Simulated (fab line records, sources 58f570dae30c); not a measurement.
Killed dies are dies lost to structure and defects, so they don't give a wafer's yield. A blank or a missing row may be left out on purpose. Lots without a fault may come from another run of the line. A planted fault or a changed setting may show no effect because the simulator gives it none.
Tool commonality check | flow berkeley_cmos170 | 14 lots, 42 wafers sampled

WHY IT WAS OPENED
At UCB170_CONTACT_THK_MEAS_02 the reading CONTACT_PSG_THK is flagged on 2 of 14 lots. Wafers without a fault read 699 nm, standard deviation 6.4.
Rule: a lot is flagged when every wafer of it that has a number lies more than 4 standard deviations from that mean, or none has a number. The other lots count as sound.

lot  | measured     | on            | CONTACT_PSG_THK (nm), wafer by wafer | flag
L961 | day 7 07:51  | film_metro-01 | 699 698 705                          |
L962 | day 7 15:37  | film_metro-01 | 700 702 705                          |
L964 | day 7 16:23  | film_metro-02 | 686 687 687                          |
L963 | day 7 17:23  | film_metro-02 | 694 696 696                          |
L966 | day 8 02:07  | film_metro-01 | 699 700 702                          |
L967 | day 8 03:54  | film_metro-02 | 698 691 699                          |
L968 | day 8 16:45  | film_metro-01 | 705 706 708                          |
L970 | day 8 16:45  | film_metro-03 | 688 692 690                          |
L971 | day 8 18:37  | film_metro-02 | 693 691 691                          |
L972 | day 9 02:57  | film_metro-01 | 714 709 710                          |
L976 | day 9 17:50  | film_metro-01 | 974 977 976                          | FLAGGED
L975 | day 9 17:50  | film_metro-03 | 985 981 984                          | FLAGGED
L980 | day 11 03:50 | film_metro-02 | 699 693 697                          |
L983 | day 11 13:33 | film_metro-01 | 704 700 695                          |
The numbers of the flagged lots are 980 nm on average: +280 nm against the usual, or +44 standard deviations.

WHICH TOOL RAN EACH LOT
The record holds 1 process step before the reading, out of a route of 331 steps. In each cell: the tool, then ch and the chambers that the sampled wafers went through, then the start.
lot  | flag    | UCB170_CONTACT_CVD_01
L961 |         | lpcvd-02 ch 0, day 7 06:04
L962 |         | lpcvd-02 ch 1, day 7 13:49
L964 |         | lpcvd-01 ch 0, day 7 14:35
L963 |         | lpcvd-02 ch 1, day 7 15:36
L966 |         | lpcvd-02 ch 1, day 8 00:19
L967 |         | lpcvd-02 ch 0, day 8 02:07
L968 |         | lpcvd-02 ch 0, day 8 14:58
L970 |         | lpcvd-02 ch 0, day 8 14:58
L971 |         | lpcvd-01 ch 1, day 8 16:48
L972 |         | lpcvd-02 ch 0, day 9 01:10
L976 | FLAGGED | lpcvd-02 ch 0, day 9 16:03
L975 | FLAGGED | lpcvd-02 ch 0, day 9 16:03
L980 |         | lpcvd-01 ch 0, day 11 02:02
L983 |         | lpcvd-01 ch 1, day 11 11:46
What these steps do:
- UCB170_CONTACT_CVD_01: deposits PSG from SiH4/O2/PH3, target thk 700 nm, time 2820 s.
- UCB170_CONTACT_THK_MEAS_02

FLAGGED OVER TOTAL, TOOL BY TOOL (the gauges that took the reading come last)
step                       | tool          | lots run | flagged | share of the flagged lots | sound lots run after its first flagged lot
UCB170_CONTACT_CVD_01      | lpcvd-01      | 4        | 0       | none                      | -
UCB170_CONTACT_CVD_01      | lpcvd-02      | 10       | 2       | all                       | 0
UCB170_CONTACT_THK_MEAS_02 | film_metro-01 | 7        | 1       | some                      | 1 (L983)
UCB170_CONTACT_THK_MEAS_02 | film_metro-02 | 5        | 0       | none                      | -
UCB170_CONTACT_THK_MEAS_02 | film_metro-03 | 2        | 1       | some                      | 0

WHAT THE TABLE ALLOWS
1 row of the table ran every flagged lot: lpcvd-02 at UCB170_CONTACT_CVD_01.
- lpcvd-02 at UCB170_CONTACT_CVD_01: 2 of its 10 lots flagged. Its last sound lot is L972 (day 9 01:10), its first flagged lot L975 (day 9 16:03): a fault that began between those two fits.
One tool is left: lpcvd-02 at UCB170_CONTACT_CVD_01.

WHAT THE SIMULATOR HAD PUT IN
Process parameter drift: lpcvd-02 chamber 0, from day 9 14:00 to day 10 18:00, at UCB170_CONTACT_CVD_01. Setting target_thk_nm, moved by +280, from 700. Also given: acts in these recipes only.
Lots struck among those shown: L976, L975. The rule above found the same.
